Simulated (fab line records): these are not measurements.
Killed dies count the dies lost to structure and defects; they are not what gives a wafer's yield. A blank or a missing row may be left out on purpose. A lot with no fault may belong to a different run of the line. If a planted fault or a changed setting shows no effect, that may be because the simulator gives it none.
Split-lot trial -- flow berkeley-cmos170 -- on a route of 331 steps: 5 lots, 27 wafers read

ON THE SPLIT
At UCB170_NWELL_OXIDATION_01 (target thk 26.4 nm, ox time 1260 s), the setting ox-time-s was moved away from the recipe's 1260 s on 24 of the 27 wafers read, by -21.6% to +21.4%. All remaining wafers had this setting at the recipe value.

The file shows no step between the split and the reading.

THE READING
NWELL_OXIDE_THK in nanometres, read at UCB170_NWELL_THK_MEAS_02. Typical for fault-free wafers on this fab line: 26.5 nm, with standard deviation 0.46 nm.

wafer,"tool, chamber at the split","ox-time-s as run, s",against the recipe,"NWELL_OXIDE_THK, nm",against lot-mates on the recipe
L077.1,"-, -",1530,+21.4%,29.7,no lot-mate on the recipe
L077.2,"-, -",1530,+21.4%,29.7,no lot-mate on the recipe
L077.3,"-, -",1530,+21.4%,29.7,no lot-mate on the recipe
L077.4,"-, -",1530,+21.4%,29.9,no lot-mate on the recipe
L077.5,"-, -",1530,+21.4%,30.4,no lot-mate on the recipe
L077.6,"-, -",1530,+21.4%,29.8,no lot-mate on the recipe
L078.1,"-, -",988.2,-21.6%,23.9,no lot-mate on the recipe
L078.2,"-, -",988.2,-21.6%,24.0,no lot-mate on the recipe
L078.3,"-, -",988.2,-21.6%,23.6,no lot-mate on the recipe
L078.4,"-, -",988.2,-21.6%,23.8,no lot-mate on the recipe
L078.5,"-, -",988.2,-21.6%,23.9,no lot-mate on the recipe
L078.6,"-, -",988.2,-21.6%,23.5,no lot-mate on the recipe
L079.1,"-, -",1481,+17.5%,29.3,no lot-mate on the recipe
L079.2,"-, -",1481,+17.5%,29.7,no lot-mate on the recipe
L079.3,"-, -",1481,+17.5%,29.4,no lot-mate on the recipe
L079.4,"-, -",1481,+17.5%,29.7,no lot-mate on the recipe
L079.5,"-, -",1481,+17.5%,29.1,no lot-mate on the recipe
L079.6,"-, -",1481,+17.5%,29.2,no lot-mate on the recipe
L084.1,"-, -",1031,-18.2%,23.4,no lot-mate on the recipe
L084.2,"-, -",1031,-18.2%,23.8,no lot-mate on the recipe
L084.3,"-, -",1031,-18.2%,23.8,no lot-mate on the recipe
L084.4,"-, -",1031,-18.2%,23.4,no lot-mate on the recipe
L084.5,"-, -",1031,-18.2%,23.5,no lot-mate on the recipe
L084.6,"-, -",1031,-18.2%,23.8,no lot-mate on the recipe
L083.4,"furnace-02, 0",1260,recipe,25.6,-
L083.5,"furnace-02, 0",1260,recipe,26.2,-
L083.6,"furnace-02, 0",1260,recipe,25.9,-

THE FIT
A straight line over all 27 wafers: NWELL_OXIDE_THK changes by +0.15 nm for each +1% of ox-time-s; r = +0.99; the points scatter about the line by 0.42 nm.
Too few moved wafers with a lot-mate on the recipe to fit a line net of each lot's own level.

THE WHOLE CHAIN: every reading that the file lists as answering this split, in the file's order
step,what it does,reading,change (the file's fit),r (the file's)
UCB170_NWELL_OXIDATION_01,"target thk 26.4 nm, ox time 1260 s","SiO2_of_NWELL_OXIDATION_01.thk-nm (the simulator's own value, which no gauge read)",+0.15 nm for each +1% of the setting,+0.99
UCB170_NWELL_THK_MEAS_02,,NWELL_OXIDE_THK,+0.15 for each +1% of the setting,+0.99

FILE'S OWN FIT
NWELL_OXIDE_THK changes by +0.15 nm for each +1% of ox-time-s, r = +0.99.
